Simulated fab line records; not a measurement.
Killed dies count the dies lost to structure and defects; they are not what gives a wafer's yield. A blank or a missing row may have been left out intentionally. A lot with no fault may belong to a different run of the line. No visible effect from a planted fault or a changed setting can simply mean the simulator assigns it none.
fab line records	flow rit-cmos
record lots=6	wafers=18	last-day=7
route steps=202 shown CONTACT@172 M1@184
lots that met no fault: taken from a fault-free run of the same line
start-h: the number of hours between the record's first day and the start of the first shown wafer of the lot	wait-h: time in hours since the lot's previous step	" as in the row above	L1.1+2: one row covering several wafers at once	- either no value or no given start	* or withheld: withheld	< > ~ a bound
route shown NAME@n: names a module that has steps shown in the file, with the first one's number in the route	usual: mean and standard deviation over wafers with no fault	same: alike in all rows	chamber/n: place in a boat	sites: readings site by site	_std_site: standard deviation across them	_edge_site: outer sites' mean less inner sites'	radius-mm: for every site, how far away it sits from the centre of the wafer	mask NAME#n: copy n	behind: the tool/chamber that last shaped the wafer	hold: why the lot went on hold/how many hours it stayed there/how the hold came to an end	device: which transistor (n, p or np) failed to switch	end of line: the tests these same wafers got at the end of their route	a step without rows: its recipe alone	killed: count of dies lost to structure and defects at first sort (not the wafer's yield)	map: per-die view of a wafer (x killed, . not killed, _ where there is no die)
set.NAME: the setting the step ran with; set.NAME@STEP: the setting that earlier step ran with	model.NAME: the simulator's own value behind a step, which no gauge read
a table for each step, a row for each wafer; lots at some steps of the route
services: when a tool's chamber went out of use (start-h, in hours from the record's first day, below 0 if earlier), for how many hours, and the reason
## steps
# step RIT_CONTACT_SOFTBAKE_04
# recipe resist=NOVOLAK	temp-c=90	time-s=60
# step RIT_CONTACT_EXPOSE_05
# recipe mask-id=M11	na=0.6	source-shape=conventional	sigma-outer=0.5	target-cd-nm=1000	dose-mj=250
# step RIT_CONTACT_PEB_06
# recipe resist=NOVOLAK	temp-c=withheld	time-s=withheld
# step RIT_CONTACT_DEVELOP_07
# recipe resist=NOVOLAK	develop-time-s=120	dev-temp-c=23
# step RIT_CONTACT_CD_MEAS_08
# recipe target-cd-nm=1000
# usual cd-nm=1000.1/1.9
lot.wafer	tool	chamber	start-h	wait-h	cd-nm
L159.1	cd-sem-01	-	58.23	-	1001.1
L159.3	"	-	"	"	1001.8
L159.4	"	-	"	"	1001.8
L166.1	cd-sem-01	-	93.75	-	1000.5
L166.3	"	-	"	"	997.8
L166.4	"	-	"	"	1000.0
L168.2	cd-sem-01	-	102.60	-	997.1
L168.3	"	-	"	"	997.8
L168.5	"	-	"	"	997.5
L175.1	cd-sem-01	-	141.09	-	999.4
L175.4	"	-	"	"	999.0
L175.6	"	-	"	"	1000.5
L178.4	cd-sem-01	-	156.76	-	998.1
L178.5	"	-	"	"	1000.7
L178.6	"	-	"	"	1001.6
L180.1	cd-sem-01	-	162.69	-	999.1
L180.5	"	-	"	"	996.7
L180.6	"	-	"	"	998.3
# step RIT_CONTACT_OVL_MEAS_09
# usual CONTACT_OVL=0.7/1.1
lot.wafer	tool	chamber	start-h	wait-h	CONTACT_OVL[nm]
L159.1	overlay-02	-	58.35	0.1	2.4
L159.3	"	-	"	"	-0.1
L159.4	"	-	"	"	2.9
L166.1	overlay-01	-	93.87	0.1	-0.5
L166.3	"	-	"	"	-0.4
L166.4	"	-	"	"	0.8
L168.2	overlay-02	-	102.71	0.1	0.6
L168.3	"	-	"	"	-0.4
L168.5	"	-	"	"	-0.4
L175.1	overlay-01	-	141.21	0.1	-0.7
L175.4	"	-	"	"	0.5
L175.6	"	-	"	"	-0.6
L178.4	overlay-01	-	156.83	0.1	0.5
L178.5	"	-	"	"	0.9
L178.6	"	-	"	"	1.0
L180.1	overlay-01	-	162.81	0.1	0.4
L180.5	"	-	"	"	1.9
L180.6	"	-	"	"	2.1
# step RIT_CONTACT_HARDBAKE_10
# recipe resist=NOVOLAK	temp-c=140	time-s=60
# step RIT_CONTACT_ETCH_11
# recipe target-depth-a=4800	over-etch-frac=0.2	stop-on=TiSi2	chemistry=CHF3/CF4/Ar	target=SiO2	CHF3_flow_sccm=50	cf4-flow-sccm=10	Ar_flow_sccm=100	O2_flow_sccm=5	pressure-mtorr=100	rf-w=205.5	time-s=320
# usual CHF3_flow_sccm=50.00/0.15	drypump-motor-current-A=5.8/0.58	oes-product-au=0.987/0.018	rf-fwd-power-W=205.2/0.58	throttle-valve-pct=8.85/0.11
lot.wafer	tool	chamber	start-h	wait-h	CHF3_flow_sccm	drypump-motor-current-A	oes-product-au	rf-fwd-power-W	rf-hours-counter-h	throttle-valve-pct
L159.1	rie-diel-01	0	58.54	0.1	49.91	5.2	0.994	205.3	158	8.79
L159.3	"	1	"	"	50.12	6.7	0.972	205.0	17	8.85
L159.4	"	2	"	"	49.83	5.2	0.956	206.6	18	8.89
L166.1	rie-diel-03	1	94.05	0.1	50.06	6.1	0.983	206.1	1	8.78
L166.3	"	2	"	"	50.06	6.0	0.982	204.9	23	8.83
L166.4	"	3	"	"	49.65	5.5	1.007	205.3	147	9.02
L168.2	rie-diel-01	2	102.89	0.1	49.95	5.2	0.948	204.9	19	8.91
L168.3	"	3	"	"	49.82	6.4	1.015	205.9	23	8.73
L168.5	"	0	"	"	50.10	5.2	1.002	205.5	-	8.78
L175.1	rie-diel-01	0	141.39	0.1	49.97	5.1	0.981	205.1	0	8.81
L175.4	"	2	"	"	49.93	5.2	0.959	205.2	19	8.90
L175.6	"	0	"	"	50.00	5.1	0.992	204.4	-	8.81
L178.4	rie-diel-01	2	157.00	0.1	49.88	5.2	0.960	204.2	20	8.90
L178.5	"	2	"	"	49.86	5.2	0.956	204.2	-	8.91
L178.6	"	1	"	"	50.11	6.6	0.985	205.3	-	8.85
L180.1	rie-diel-01	2	163.00	0.1	50.24	5.2	0.958	205.3	20	8.87
L180.5	"	3	"	"	49.88	6.5	1.020	206.3	-	8.73
L180.6	"	0	"	"	49.90	5.1	0.986	204.9	-	8.80
# step RIT_CONTACT_STRIP_12
# recipe chemistry=O2	time-s=180	resist=NOVOLAK	platen-temp-c=withheld	power-w=500	pressure-mtorr=4000	o2-flow-sccm=4000
# usual drypump-motor-current-A=5.8/0.66
lot.wafer	tool	chamber	start-h	wait-h	drypump-motor-current-A	rf-hours-counter-h
L159.1	plasma-asher-03	1	58.74	0.1	4.9	40
L159.3	"	0	"	"	6.1	-
L159.4	"	1	"	"	4.9	-
L166.1	plasma-asher-04	1	94.25	0.1	5.2	48
L166.3	"	0	"	"	6.3	-
L166.4	"	1	"	"	5.2	-
L168.2	plasma-asher-03	1	103.08	0.1	4.9	45
L168.3	"	1	"	"	4.9	-
L168.5	"	1	"	"	4.9	-
L175.1	plasma-asher-04	1	141.59	0.1	5.2	3
L175.4	"	1	"	"	5.1	-
L175.6	"	0	"	"	6.3	-
L178.4	plasma-asher-02	1	157.25	0.2	6.6	-
L178.5	"	0	"	"	6.1	-
L178.6	"	1	"	"	6.6	-
L180.1	plasma-asher-02	0	163.19	0.1	6.1	37
L180.5	"	1	"	"	6.6	-
L180.6	"	0	"	"	6.2	-
# step RIT_CONTACT_CD_MEAS_90
# recipe target-cd-nm=1000
# usual cd-nm=1000.3/1.9
lot.wafer	tool	chamber	start-h	wait-h	cd-nm
L159.1	cd-sem-02	-	58.91	0.1	1000.9
L159.3	"	-	"	"	1002.3
L159.4	"	-	"	"	1002.0
L166.1	cd-sem-02	-	94.42	0.1	1000.2
L166.3	"	-	"	"	998.5
L166.4	"	-	"	"	1000.4
L168.2	cd-sem-02	-	103.28	0.1	997.7
L168.3	"	-	"	"	997.4
L168.5	"	-	"	"	997.5
L175.1	cd-sem-02	-	141.76	0.1	999.4
L175.4	"	-	"	"	999.3
L175.6	"	-	"	"	1000.7
L178.4	cd-sem-02	-	157.43	0.1	998.5
L178.5	"	-	"	"	1001.0
L178.6	"	-	"	"	1002.0
L180.1	cd-sem-02	-	163.36	0.1	998.9
L180.5	"	-	"	"	997.2
L180.6	"	-	"	"	998.8
# step RIT_CONTACT_CLEAN_13
# recipe chemistry=SC1	mix=3:3:50	time-s=600	temp-c=75
# step RIT_CONTACT_CLEAN_14
# recipe chemistry=SC2	mix=3:3:50	time-s=600	temp-c=75	dry=n2-spin
# step RIT_M1_SPUTTER_00
# recipe material=Al	target-thk-nm=400	power-w=2000	chamber-pressure-pa=0.4	gas=Ar	time-s=500	substrate-temp-c=25
# usual throttle-valve-pct=30.3/1.2
lot.wafer	tool	chamber	start-h	wait-h	throttle-valve-pct	model.Al_of_M1_SPUTTER_00.thk-nm
L159.1	pvd-sputter-04	-	59.59	0.0	30.5	397.2
L159.3	"	-	"	"	28.2	396.4
L159.4	"	-	"	"	30.1	400.2
L166.1	pvd-sputter-03	-	95.07	0.0	31.1	697.5
L166.3	"	-	"	"	28.1	702.4
L166.4	"	-	"	"	31.6	692.7
L168.2	pvd-sputter-03	-	103.73	0.0	30.9	696.1
L168.3	"	-	"	"	28.0	702.3
L168.5	"	-	"	"	29.9	698.2
L175.1	pvd-sputter-02	-	142.41	0.0	29.9	405.6
L175.4	"	-	"	"	29.8	398.4
L175.6	"	-	"	"	30.2	397.2
L178.4	pvd-sputter-04	-	158.02	0.0	28.2	400.6
L178.5	"	-	"	"	28.7	393.6
L178.6	"	-	"	"	30.6	394.6
L180.1	pvd-sputter-03	-	164.03	0.0	28.1	408.1
L180.5	"	-	"	"	30.0	399.2
L180.6	"	-	"	"	31.5	398.2
# step RIT_M1_RS_MEAS_01
# recipe thk-meas-gauge=four-point-probe	reads=Al_of_M1_SPUTTER_00
# usual M1_AL_RS=0.0735/0.00098
lot.wafer	tool	chamber	start-h	wait-h	M1_AL_RS[ohm/sq]
L159.1	film-metro-04	-	59.88	0.1	0.0740
L159.3	"	-	"	"	0.0741
L159.4	"	-	"	"	0.0735
L166.1	film-metro-03	-	95.36	0.1	0.0419
L166.3	"	-	"	"	0.0414
L166.4	"	-	"	"	0.0421
L168.2	film-metro-03	-	104.04	0.2	0.0419
L168.3	"	-	"	"	0.0415
L168.5	"	-	"	"	0.0417
L175.1	film-metro-03	-	142.70	0.1	0.0725
L175.4	"	-	"	"	0.0736
L175.6	"	-	"	"	0.0740
L178.4	film-metro-04	-	158.37	0.2	0.0733
L178.5	"	-	"	"	0.0747
L178.6	"	-	"	"	0.0744
L180.1	film-metro-04	-	164.32	0.1	0.0720
L180.5	"	-	"	"	0.0738
L180.6	"	-	"	"	0.0738
# step RIT_M1_THK_MEAS_02
# recipe thk-meas-gauge=xrf	reads=Al_of_M1_SPUTTER_00
# usual M1_AL_THK=407/5.9
lot.wafer	tool	chamber	start-h	wait-h	M1_AL_THK[nm]
L159.1	film-metro-04	-	60.00	0.1	406
L159.3	"	-	"	"	405
L159.4	"	-	"	"	410
L166.1	film-metro-03	-	95.48	0.1	709
L166.3	"	-	"	"	715
L166.4	"	-	"	"	704
L168.2	film-metro-03	-	104.15	0.1	707
L168.3	"	-	"	"	716
L168.5	"	-	"	"	715
L175.1	film-metro-03	-	142.82	0.1	412
L175.4	"	-	"	"	404
L175.6	"	-	"	"	400
L178.4	film-metro-04	-	158.46	0.1	411
L178.5	"	-	"	"	405
L178.6	"	-	"	"	402
L180.1	film-metro-04	-	164.44	0.1	420
L180.5	"	-	"	"	409
L180.6	"	-	"	"	405
# step RIT_M1_HMDS_03
# recipe prime-time-s=60	prime-temp-c=140
# step RIT_M1_COAT_04
# recipe resist=NOVOLAK	spin-rpm=2000	resist-thk-nm=1300
# step RIT_M1_SOFTBAKE_05
# recipe resist=NOVOLAK	temp-c=90	time-s=60
# step RIT_M1_EXPOSE_06
# recipe mask-id=M12	na=0.6	source-shape=conventional	sigma-outer=0.5	target-cd-nm=2600	dose-mj=250
# step RIT_M1_PEB_07
# recipe resist=NOVOLAK	temp-c=withheld	time-s=withheld
# step RIT_M1_DEVELOP_08
# recipe resist=NOVOLAK	develop-time-s=68	dev-temp-c=23
# step RIT_M1_CD_MEAS_09
# recipe target-cd-nm=2600
# usual cd-nm=2600.4/2.5
lot.wafer	tool	chamber	start-h	wait-h	cd-nm
L159.1	cd-sem-01	-	61.08	-	2598.0
L159.3	"	-	"	"	2600.2
L159.4	"	-	"	"	2598.3
L166.1	cd-sem-01	-	96.55	-	2603.6
L166.3	"	-	"	"	2605.8
L166.4	"	-	"	"	2603.1
L168.2	cd-sem-01	-	105.11	-	2599.4
L168.3	"	-	"	"	2599.1
L168.5	"	-	"	"	2597.6
L175.1	cd-sem-01	-	143.76	-	2597.4
L175.4	"	-	"	"	2596.2
L175.6	"	-	"	"	2598.7
L178.4	cd-sem-02	-	159.60	-	2601.5
L178.5	"	-	"	"	2601.6
L178.6	"	-	"	"	2601.8
L180.1	cd-sem-02	-	165.47	-	2603.7
L180.5	"	-	"	"	2602.9
L180.6	"	-	"	"	2605.2
# step RIT_M1_OVL_MEAS_10
# usual M1_OVL=1.0/1.4
lot.wafer	tool	chamber	start-h	wait-h	M1_OVL[nm]
L159.1	overlay-01	-	61.20	0.1	-2.5
L159.3	"	-	"	"	-2.2
L159.4	"	-	"	"	-2.3
L166.1	overlay-02	-	96.67	0.1	1.0
L166.3	"	-	"	"	-0.5
L166.4	"	-	"	"	-1.6
L168.2	overlay-01	-	105.22	0.1	4.7
L168.3	"	-	"	"	3.4
L168.5	"	-	"	"	2.2
L175.1	overlay-02	-	143.88	0.1	0.7
L175.4	"	-	"	"	0.5
L175.6	"	-	"	"	0.5
L178.4	overlay-02	-	159.68	0.1	2.2
L178.5	"	-	"	"	2.2
L178.6	"	-	"	"	1.7
L180.1	overlay-01	-	165.59	0.1	-1.1
L180.5	"	-	"	"	-1.2
L180.6	"	-	"	"	-0.5
# step RIT_M1_HARDBAKE_11
# recipe resist=NOVOLAK	temp-c=140	time-s=120
# step RIT_M1_METAL_ETCH_12
# recipe stop-on=SiO2	chemistry=Cl2/BCl3	target=Al	time-s=165	over-etch-frac=0.5	pressure-mtorr=100	target-depth-a=6000	rf-w=246.2	Cl2_flow_sccm=60	bcl3-flow-sccm=50
# usual drypump-motor-current-A=5.4/0.49	oes-product-au=0.773/0.012	rf-fwd-power-W=245.1/0.74	throttle-valve-pct=8.24/0.18
lot.wafer	tool	chamber	start-h	wait-h	drypump-motor-current-A	oes-product-au	rf-fwd-power-W	rf-hours-counter-h	throttle-valve-pct
L159.1	rie-metal-02	0	61.48	0.2	4.8	0.767	244.9	1	8.06
L159.3	"	0	"	"	4.8	0.761	244.5	-	8.04
L159.4	"	1	"	"	5.9	0.749	246.7	-	8.38
L166.1	rie-metal-01	0	96.95	0.2	6.0	0.992	244.5	36	8.25
L166.3	"	1	"	"	5.0	0.975	245.7	-	8.25
L166.4	"	0	"	"	6.1	0.991	245.0	-	8.26
L168.2	rie-metal-02	0	105.50	0.2	4.8	1.033	246.0	1	7.99
L168.3	"	0	"	"	4.8	1.032	246.1	-	8.00
L168.5	"	0	"	"	4.8	1.024	244.4	-	8.02
L175.1	rie-metal-03	1	144.17	0.2	4.9	0.767	243.9	3	8.48
L175.4	"	0	"	"	5.8	0.776	245.2	-	8.01
L175.6	"	0	"	"	5.8	0.772	244.9	-	8.01
L178.4	rie-metal-01	0	160.00	0.1	6.1	0.787	245.4	-	8.30
L178.5	"	0	"	"	6.1	0.764	246.2	-	8.32
L178.6	"	1	"	"	5.0	0.764	245.3	-	8.24
L180.1	rie-metal-03	1	165.88	0.2	4.9	0.778	244.8	4	8.49
L180.5	"	0	"	"	5.8	0.767	245.4	-	8.01
L180.6	"	1	"	"	4.9	0.767	246.1	-	8.47
# step RIT_M1_STRIP_13
# recipe chemistry=nmp	resist=NOVOLAK	temp-c=80	time-s=600	dry=n2-spin
# step RIT_M1_PROBE_99
# usual defect-limited-yield=97.3/1.2	killed_at_M0_to_M3=0.1/0.34	killed-at-contacts=0.1/0.26	killed-at-front-end=7/3.1	killed-dies=7/3.1	killed-on-rim=1.9/1.5	killed-open=3.5/1.9	killed-short=3.4/2.1	sort_bin_3_pad_short=0.2/0.27	sort_bin_5_function=1.5/0.79	sort_bin_6_memory=1.0/0.63	sort-n-pass=257/3.1	sort-yield-pct=97.3/1.2
# same gross-dies=264	killed_at_M4_up=0	killed-at-back-side=0	killed-at-other=0
lot.wafer	tool	chamber	start-h	wait-h	defect-limited-yield[%]	killed_at_M0_to_M3	killed-at-contacts	killed-at-front-end	killed-dies	killed-on-rim	killed-open	killed-short	sort_bin_3_pad_short[%]	sort_bin_5_function[%]	sort_bin_6_memory[%]	sort-n-pass	sort-yield-pct[%]	model.etest.tester.sort-n-pass	model.etest.tester.sort-yield-pct	model.etest.tester.sort_bin_5_pct	model.etest.diode-nwell-sub.over-limit	model.etest.diode-pplus-comb.short	model.etest.nmos-turned.short	model.etest.m1-comb-over-steps.short	model.etest.ppoly-sal.short
L159.1	prober-01	-	63.74	0.1	99.2	0	0	2	2	1	0	2	0	0.4	0.4	262	99.2	262	99.24	0.3788	0	0	0	0	0
L159.3	prober-01	-	63.84	0.2	97.3	0	0	7	7	4	5	2	0	2.3	0.4	257	97.3	257	97.35	2.273	0	0	0	0	0
L159.4	prober-01	-	63.89	0.2	96.6	1	0	8	9	5	5	3	0.4	1.5	1.5	255	96.6	255	96.59	1.515	0	0	0	0	0
L166.1	prober-02	-	100.35	0.1	0	256	0	8	264	70	2	7	1.5	98.1	0.4	0	0	0	0	98.11	1	1	1	1	1
L166.3	prober-02	-	100.45	0.2	0	259	0	5	264	70	3	2	0.4	99.6	0	0	0	0	0	99.62	1	1	1	1	1
L166.4	prober-02	-	100.50	0.2	0	255	0	9	264	70	6	3	0	99.2	0.8	0	0	0	0	99.24	1	1	1	1	1
L168.2	prober-02	-	107.97	0.1	0	260	1	3	264	70	4	0	0	98.9	1.1	0	0	0	0	98.86	1	1	1	1	1
L168.3	prober-02	-	108.02	0.2	0	261	0	3	264	70	1	2	0	100.0	0	0	0	0	0	100	1	1	1	1	1
L168.5	prober-02	-	108.12	0.2	0	257	0	7	264	70	5	2	0	99.2	0.8	0	0	0	0	99.24	1	1	1	1	1
L175.1	prober-01	-	146.60	0.1	97.0	0	0	8	8	1	5	3	0.4	2.3	0.4	256	97.0	256	96.97	2.273	0	0	0	0	0
L175.4	prober-01	-	146.75	0.2	98.5	0	0	4	4	0	4	0	0	0.8	0.8	260	98.5	260	98.48	0.7576	0	0	0	0	0
L175.6	prober-01	-	146.85	0.2	96.6	0	0	9	9	5	2	7	0	1.5	1.9	255	96.6	255	96.59	1.515	0	0	0	0	0
L178.4	prober-02	-	162.35	0.2	96.6	0	0	9	9	1	4	5	0	2.3	1.1	255	96.6	255	96.59	2.273	0	0	0	0	0
L178.5	prober-02	-	162.40	0.2	96.6	0	0	9	9	1	3	6	0.4	1.5	1.5	255	96.6	255	96.59	1.515	0	0	0	0	0
L178.6	prober-02	-	162.45	0.2	96.2	0	0	10	10	2	5	5	0.4	2.3	1.1	254	96.2	254	96.21	2.273	0	0	0	0	0
L180.1	prober-02	-	168.31	0.1	97.0	1	0	7	8	2	5	3	0.4	2.7	0	256	97.0	256	96.97	2.652	0	0	0	0	0
L180.5	prober-02	-	168.51	0.2	98.5	0	0	4	4	1	3	1	0	1.1	0.4	260	98.5	260	98.48	1.136	0	0	0	0	0
L180.6	prober-02	-	168.56	0.2	97.3	0	0	7	7	1	4	3	0	1.5	1.1	257	97.3	257	97.35	1.515	0	0	0	0	0
# killed by level:class
L159.1 GATE:geometric-particle:short=1 REOX:geometric-particle:short=1
L159.3 GATE:geometric-particle:open=2 FOX2:geometric-particle:open=1 FOX2:geometric-particle:short=1 GATE:geometric-particle:short=1 REOX:geometric-particle:open=1 SPACER:geometric-particle:open=1
L159.4 REOX:geometric-particle:open=2 SPACER:geometric-particle:open=2 FOX1:geometric-particle:short=1 M1:coat-microbubble-printed=1 FOX2:geometric-particle:open=1 GATE:geometric-particle:short=1 REOX:geometric-particle:short=1
L166.1 M1:area-etch=255 SILICIDE:geometric-particle:short=3 FOX1:geometric-particle:short=2 GATE:geometric-particle:short=2 SILICIDE:geometric-particle:open=1 M1:geometric-particle:open=1
L166.3 M1:area-etch=259 GATE:geometric-particle:open=2 FOX1:geometric-particle:short=1 REOX:geometric-particle:open=1 SILICIDE:geometric-particle:short=1
L166.4 M1:area-etch=255 REOX:geometric-particle:open=3 FOX1:geometric-particle:short=2 FOX1:geometric-particle:open=1 GATE:geometric-particle:open=1 GATE:geometric-particle:short=1 SILICIDE:geometric-particle:open=1
L168.2 M1:area-etch=260 SPACER:geometric-particle:open=2 GATE:geometric-particle:open=1 CONTACT:geometric-particle:open=1
L168.3 M1:area-etch=261 GATE:geometric-particle:short=2 SILICIDE:geometric-particle:open=1
L168.5 M1:area-etch=257 GATE:geometric-particle:open=3 FOX1:geometric-particle:open=1 GATE:geometric-particle:short=1 REOX:geometric-particle:short=1 SILICIDE:geometric-particle:open=1
L175.1 GATE:geometric-particle:open=2 REOX:geometric-particle:short=2 ACTIVE:geometric-particle:open=1 GATE:geometric-particle:short=1 SPACER:geometric-particle:open=1 SILICIDE:geometric-particle:open=1
L175.4 GATE:geometric-particle:open=3 SPACER:geometric-particle:open=1
L175.6 SPACER:geometric-particle:short=3 GATE:geometric-particle:short=2 GATE:geometric-particle:open=1 REOX:geometric-particle:short=1 SILICIDE:geometric-particle:open=1 SILICIDE:geometric-particle:short=1
L178.4 GATE:geometric-particle:short=3 FOX1:geometric-particle:open=2 REOX:geometric-particle:short=2 REOX:geometric-particle:open=1 FOX2:geometric-particle:open=1
L178.5 GATE:geometric-particle:short=3 FOX2:geometric-particle:short=2 GATE:geometric-particle:open=2 ACTIVE:geometric-particle:open=1 SPACER:geometric-particle:short=1
L178.6 GATE:geometric-particle:short=3 GATE:geometric-particle:open=3 FOX2:geometric-particle:short=1 REOX:geometric-particle:open=1 SPACER:geometric-particle:open=1 SILICIDE:geometric-particle:short=1
L180.1 SPACER:geometric-particle:open=4 FOX2:geometric-particle:open=1 FOX2:geometric-particle:short=1 GATE:geometric-particle:short=1 M1:geometric-particle:short=1
L180.5 GATE:geometric-particle:short=1 REOX:geometric-particle:open=1 SPACER:geometric-particle:open=1 SILICIDE:geometric-particle:open=1
L180.6 GATE:geometric-particle:short=2 GATE:geometric-particle:open=2 FOX1:geometric-particle:short=1 FOX1:geometric-particle:open=1 REOX:geometric-particle:open=1
# map L166.1 (x killed, . not)
________xxxxxxx_______
_____xxxxxxxxxxxxx____
____xxxxxxxxxxxxxxx___
___xxxxxxxxxxxxxxxxx__
__xxxxxxxxxxxxxxxxxxx_
__xxxxxxxxxxxxxxxxxxx_
_xxxxxxxxxxxxxxxxxxxxx
_xxxxxxxxxxxxxxxxxxxxx
_xxxxxxxxxxxxxxxxxxxxx
_xxxxxxxxxxxxxxxxxxxxx
__xxxxxxxxxxxxxxxxxxx_
__xxxxxxxxxxxxxxxxxxx_
___xxxxxxxxxxxxxxxxx__
____xxxxxxxxxxxxxxx___
_____xxxxxxxxxxxxx____
________xxxxxxx_______
# map L168.2 (x killed, . not)
________xxxxxxx_______
_____xxxxxxxxxxxxx____
____xxxxxxxxxxxxxxx___
___xxxxxxxxxxxxxxxxx__
__xxxxxxxxxxxxxxxxxxx_
__xxxxxxxxxxxxxxxxxxx_
_xxxxxxxxxxxxxxxxxxxxx
_xxxxxxxxxxxxxxxxxxxxx
_xxxxxxxxxxxxxxxxxxxxx
_xxxxxxxxxxxxxxxxxxxxx
__xxxxxxxxxxxxxxxxxxx_
__xxxxxxxxxxxxxxxxxxx_
___xxxxxxxxxxxxxxxxx__
____xxxxxxxxxxxxxxx___
_____xxxxxxxxxxxxx____
________xxxxxxx_______
## services
tool	chamber	start-h	hours	kind
plasma-asher-02	-	38.91	14.6	pm
rie-diel-01	-	39.73	0.3	repair
rie-metal-03	1	51.20	18.5	repair
rie-diel-03	0	63.11	2.6	repair
rie-metal-01	-	97.12	1.4	pm
rie-diel-03	2	97.12	7.6	repair
pvd-sputter-04	-	97.90	2.4	repair
pvd-sputter-04	-	100.49	1.0	repair
plasma-asher-04	-	101.70	3.8	repair
rie-diel-03	1	102.63	6.6	repair
rie-metal-01	-	104.26	0.2	repair
rie-metal-03	-	105.44	2.8	pm
rie-diel-01	0	106.33	-	clean
rie-diel-01	0	106.33	22.8	scheduled-down
rie-diel-01	0	106.33	22.8	vent-cycle
plasma-asher-04	-	108.75	9.0	pm
plasma-asher-04	0	108.75	9.0	vent-cycle
plasma-asher-04	1	108.75	9.0	vent-cycle
plasma-asher-04	0	117.75	-	clean
plasma-asher-04	1	117.75	-	clean
rie-metal-01	-	136.12	20.0	pm
rie-metal-01	0	136.12	20.0	vent-cycle
rie-diel-03	2	139.12	8.5	repair
plasma-asher-03	-	160.65	8.0	repair
## key
first-sign step=RIT_M1_RS_MEAS_01	reading=M1_AL_RS	direction=down	sigmas=32	usual=0.0735	struck=0.0417
effect step=RIT_M1_THK_MEAS_02	reading=M1_AL_THK	direction=up	sigmas=51	usual=407	struck=711
effect step=RIT_M1_METAL_ETCH_12	reading=oes-product-au	direction=up	sigmas=19	usual=0.773	struck=1.008
effect step=RIT_M1_PROBE_99	reading=killed_at_M0_to_M3	direction=up	sigmas=99+	usual=0.1	struck=258
model-effect step=RIT_M1_SPUTTER_00	value=Al_of_M1_SPUTTER_00.thk-nm	without=397.5	struck=698.2
model-effect step=RIT_M1_PROBE_99	value=etest.tester.sort-n-pass	without=257.8	struck=0
more-kills-born-at RIT_M1_METAL_ETCH_12@rie-metal-02=778	RIT_M1_METAL_ETCH_12@rie-metal-01=769
met-at RIT_M1_SPUTTER_00
struck-wafers L166.1,L166.3,L166.4,L168.2,L168.3,L168.5
later-rows-left-out L166.1,L166.3,L166.4,L168.2,L168.3,L168.5
fault kind=process-parameter-drift	tool=pvd-sputter-03	chamber=-	onset-h=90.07	steps=RIT_M1_SPUTTER_00	channel=target-thk-nm	offset=300.67	shape=step	end-h=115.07	acts-in=these-recipes-only	stated=400
# later-rows-left-out: the simulator's readings of these wafers behind a module that went badly wrong aren't trusted and aren't shown, but for the sort
